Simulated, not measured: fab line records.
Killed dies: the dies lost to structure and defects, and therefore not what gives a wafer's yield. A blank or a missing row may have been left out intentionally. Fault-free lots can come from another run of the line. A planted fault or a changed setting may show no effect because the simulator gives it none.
Comparing a struck lot with a sound one | flow rit cmos | 16 steps out of a route of 202
Sound: these wafers, L647.2, L647.4, L647.6. Wafers struck: L652.2, L652.3, L652.5. The cause is given at the end.
Order at every step that has rows: each side's tool, ch and its chambers, its first start. Under that, the readings that differ: sound wafers | struck wafers | difference of the means | sigmas: that difference in standard deviations of wafers without a fault.
alike: readings with means less than 2 such deviations apart, plus words and numbers identical on both sides. not compared: withheld readings, readings lacking a value on some wafer, bounds such as >300 that could conceal the same value, and numbers that have no deviation in the record and whose values overlap.
The two part at a step that has a row with sigmas, a row that says differs or no value, or rows on one side only. When numbers do not overlap yet have no deviation, they are printed without sigmas and do not part them. Lack of a reading on every wafer of one side parts them only where that side has two or more wafers.

RIT_CONTACT_STRIP_12: strips in O2, time 180 s.
  sound on plasma asher-04 ch 0,1, day 4 11:49; struck on plasma asher-04 ch 0,1, day 5 12:39
  alike: chamber pressure mTorr, drypump motor current A
  not compared: rf hours counter h
RIT_CONTACT_CD_MEAS_90: the cd target is 1000 nm.
  sound: cd sem-01 at day 4 12:01; struck: cd sem-01 at day 5 12:51
  alike: cd nm
then, 2 steps without rows for these wafers: RIT_CONTACT_CLEAN_13 (cleans in SC1, time 600 s); RIT_CONTACT_CLEAN_14 (cleans in SC2, time 600 s).
RIT_M1_SPUTTER_00: material Al, target thk 400 nm, time 500 s.
  sound: pvd sputter-01 at day 4 12:29; struck: pvd sputter-02 at day 5 13:18
  alike: cathode dc power W, throttle valve pct
RIT_M1_RS_MEAS_01: measures by four-point-probe.
  sound: film metro-01 at day 4 12:48; struck: film metro-03 at day 5 13:37
  alike: M1_AL_RS
RIT_M1_THK_MEAS_02: measures by xrf.
  sound: film metro-01 at day 4 12:55; struck: film metro-03 at day 5 13:43
  reading        | sound       | struck      | difference | sigmas
  M1_AL_THK (nm) | 416 412 416 | 396 406 403 | -13        | -2
then, 5 steps without rows for these wafers: RIT_M1_HMDS_03 (prime time 60 s); RIT_M1_COAT_04 (resist thk 1300 nm); RIT_M1_SOFTBAKE_05 (time 60 s); RIT_M1_EXPOSE_06 (exposes mask M12, target cd 2600 nm); RIT_M1_PEB_07.
RIT_M1_DEVELOP_08: develop time 65.5 s.
  sound on litho track-02 ch 0, day 4 13:00; struck on litho track-02 ch 0, day 5 14:00
  reading              | sound             | struck            | difference | sigmas
  developer temp C (C) | 22.93 23.14 23.10 | 25.35 25.45 25.37 | +2.33      | +21
RIT_M1_CD_MEAS_09: the cd target is 2600 nm.
  sound: cd sem-01 at day 4 13:59; struck: cd sem-01 at day 5 14:42
  alike: cd nm
RIT_M1_OVL_MEAS_10:
  sound: overlay-01 at day 4 14:06; struck: overlay-01 at day 5 14:49
  alike: M1_OVL
RIT_M1_PROBE_99:
  sound: prober-01 at day 4 16:46; struck: prober-02 at day 5 17:33
  reading                                    | sound                      | struck                  | difference | sigmas
  killed_at_M0_to_M3                         | 1 0 0                      | 0 0 0                   | +0         | -4
  model.etest.nldd.rs ohm sq range           | 12.75 11.68 5.793          | 38.64 32.06 34.16       | +24.88     |
  model.etest.nldd.rs ohm sq rim less centre | -0.6417 -4.408 -2.519      | -10.6 -10.34 -6.123     | -6.5       |
  model.etest.nmos_0p15.drive ua um range    | 10.4 15.48 12.31           | 23.91 20.9 20.26        | +8.96      |
  model.etest.nmos_0p15.vt v range           | 0.004844 0.004843 0.007352 | 0.01431 0.01474 0.01244 | +0.00815   |
  alike: killed at front end, killed dies, killed open, killed short
  not compared: model.etest.nmos_0p15.vt v rim less centre

## WHERE THEY PART
First at RIT_M1_THK_MEAS_02; last, within this record, at RIT_M1_PROBE_99.

WHY: what the simulator had put in
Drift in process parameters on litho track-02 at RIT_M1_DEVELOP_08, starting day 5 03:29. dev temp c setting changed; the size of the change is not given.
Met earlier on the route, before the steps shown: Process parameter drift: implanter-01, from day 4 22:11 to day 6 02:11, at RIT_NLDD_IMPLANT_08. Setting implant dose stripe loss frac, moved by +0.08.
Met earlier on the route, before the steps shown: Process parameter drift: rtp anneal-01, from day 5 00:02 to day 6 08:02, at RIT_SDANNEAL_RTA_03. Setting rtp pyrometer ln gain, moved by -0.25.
